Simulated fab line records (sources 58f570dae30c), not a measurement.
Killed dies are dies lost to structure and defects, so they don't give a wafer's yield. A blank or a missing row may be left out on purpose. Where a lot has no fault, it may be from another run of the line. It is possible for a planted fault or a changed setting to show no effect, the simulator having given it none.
Check for tools in common + flow berkeley_cmos170 + 42 wafers sampled across 14 lots

## WHAT PROMPTED THE OPENING
At UCB170_SDANNEAL_RS_MEAS_03 the reading NSD_RS is flagged on 2 of 14 lots. Fault-free wafers read 37.27 ohm/sq, with a standard deviation of 0.088.
Rule: a lot gets a flag if all its wafers with a number sit over 4 standard deviations from that mean, or if no wafer of it has a number. All remaining lots are regarded as sound.

| lot  | measured     | on            | NSD_RS (ohm/sq), wafer by wafer | flag    |
|------|--------------|---------------|---------------------------------|---------|
| L607 | day 7 05:08  | film_metro-03 | 37.15 37.12 37.27               |         |
| L608 | day 7 12:54  | film_metro-01 | 37.26 37.36 37.26               |         |
| L610 | day 7 12:56  | film_metro-04 | 37.28 37.31 37.38               |         |
| L611 | day 7 13:20  | film_metro-03 | 37.27 37.28 37.19               |         |
| L609 | day 7 13:41  | film_metro-01 | 37.25 37.15 37.18               |         |
| L613 | day 7 23:19  | film_metro-04 | 37.48 37.40 37.41               |         |
| L616 | day 8 13:34  | film_metro-03 | 37.30 37.34 37.22               |         |
| L619 | day 9 10:43  | film_metro-01 | 38.31 38.29 38.29               | FLAGGED |
| L620 | day 9 11:02  | film_metro-04 | 37.34 37.38 37.41               |         |
| L621 | day 9 13:54  | film_metro-04 | 38.18 38.23 38.20               | FLAGGED |
| L625 | day 10 16:49 | film_metro-03 | 37.20 37.19 37.24               |         |
| L628 | day 11 09:56 | film_metro-01 | 37.13 37.11 37.20               |         |
| L629 | day 11 09:56 | film_metro-03 | 37.13 37.27 37.22               |         |
| L630 | day 11 17:04 | film_metro-04 | 37.45 37.36 37.33               |         |
The numbers of the flagged lots are 38.25 ohm/sq on average: +0.98 ohm/sq against the usual, or +11 standard deviations.

## LOT BY LOT: THE TOOL USED
2 process steps preceding the reading are held in the record, out of 331 steps in the route. In each cell: the tool, then ch and the chambers that the sampled wafers went through, then the start.
| lot  | flag    | UCB170_NSD_IMPLANT_08           | UCB170_NSD_STRIP_09                  |
|------|---------|---------------------------------|--------------------------------------|
| L607 |         | implanter-02 ch 0, day 7 03:32  | plasma_asher-04 ch 0,1, day 7 03:41  |
| L608 |         | implanter-02 ch 0, day 7 11:02  | plasma_asher-04 ch 0,1, day 7 11:10  |
| L610 |         | implanter-04 ch 0, day 7 11:07  | plasma_asher-01 ch 0,1, day 7 11:15  |
| L611 |         | implanter-02 ch 0, day 7 11:36  | plasma_asher-03 ch 1, day 7 11:45    |
| L609 |         | implanter-03 ch 0, day 7 11:39  | plasma_asher-01 ch 0,1, day 7 11:48  |
| L613 |         | implanter-04 ch 0, day 7 21:04  | plasma_asher-03 ch 0,1, day 7 21:12  |
| L616 |         | implanter-04 ch 0, day 8 11:32  | plasma_asher-01 ch 0,1, day 8 11:41  |
| L619 | FLAGGED | implanter-03 ch 0, day 9 09:08  | plasma_asher-03 ch 0,1, day 9 09:17  |
| L620 |         | implanter-02 ch 0, day 9 09:27  | plasma_asher-01 ch 0,1, day 9 09:36  |
| L621 | FLAGGED | implanter-03 ch 0, day 9 12:06  | plasma_asher-04 ch 0,1, day 9 12:14  |
| L625 |         | implanter-04 ch 0, day 10 15:22 | plasma_asher-01 ch 0,1, day 10 15:31 |
| L628 |         | implanter-04 ch 0, day 11 06:37 | plasma_asher-03 ch 0,1, day 11 06:46 |
| L629 |         | implanter-04 ch 0, day 11 07:20 | plasma_asher-03 ch 0,1, day 11 07:29 |
| L630 |         | implanter-04 ch 0, day 11 15:37 | plasma_asher-03 ch 0,1, day 11 15:46 |
These steps, and what they do:
- UCB170_NSD_IMPLANT_08
- UCB170_NSD_STRIP_09: strips in O2.
- UCB170_SDANNEAL_RS_MEAS_03: measures by four-point-probe.

## FLAGGED AGAINST TOTAL, ONE TOOL AT A TIME (gauges that did the reading follow at the end)
| step                       | tool            | lots run | flagged | share of the flagged lots | sound lots run after its first flagged lot |
|----------------------------|-----------------|----------|---------|---------------------------|--------------------------------------------|
| UCB170_NSD_IMPLANT_08      | implanter-02    | 4        | 0       | none                      | -                                          |
| UCB170_NSD_IMPLANT_08      | implanter-03    | 3        | 2       | all                       | 0                                          |
| UCB170_NSD_IMPLANT_08      | implanter-04    | 7        | 0       | none                      | -                                          |
| UCB170_NSD_STRIP_09        | plasma_asher-01 | 5        | 0       | none                      | -                                          |
| UCB170_NSD_STRIP_09        | plasma_asher-03 | 6        | 1       | some                      | 3 (L628,L629,L630)                         |
| UCB170_NSD_STRIP_09        | plasma_asher-04 | 3        | 1       | some                      | 0                                          |
| UCB170_SDANNEAL_RS_MEAS_03 | film_metro-01   | 4        | 1       | some                      | 1 (L628)                                   |
| UCB170_SDANNEAL_RS_MEAS_03 | film_metro-03   | 5        | 0       | none                      | -                                          |
| UCB170_SDANNEAL_RS_MEAS_03 | film_metro-04   | 5        | 1       | some                      | 1 (L630)                                   |

## THE TABLE: WHAT IT ALLOWS
Rows of the table that ran each flagged lot: 1, that is implanter-03 at UCB170_NSD_IMPLANT_08.
- implanter-03 at UCB170_NSD_IMPLANT_08 ran 3 lots, 2 of them flagged. Last sound lot L609 at day 7 11:39, first flagged lot L619 at day 9 09:08; a fault beginning in between fits. Its own readings (dose_ions_cm2) fall more than 4 standard deviations out on all wafers of the flagged lots.
Just one tool remains: implanter-03 at UCB170_NSD_IMPLANT_08.

## WHAT THE SIMULATOR HAD INSERTED
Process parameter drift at UCB170_NSD_IMPLANT_08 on implanter-03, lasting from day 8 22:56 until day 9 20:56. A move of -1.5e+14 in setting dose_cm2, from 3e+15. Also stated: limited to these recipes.
Struck lots among those shown: L619, L621. The rule above found the same.
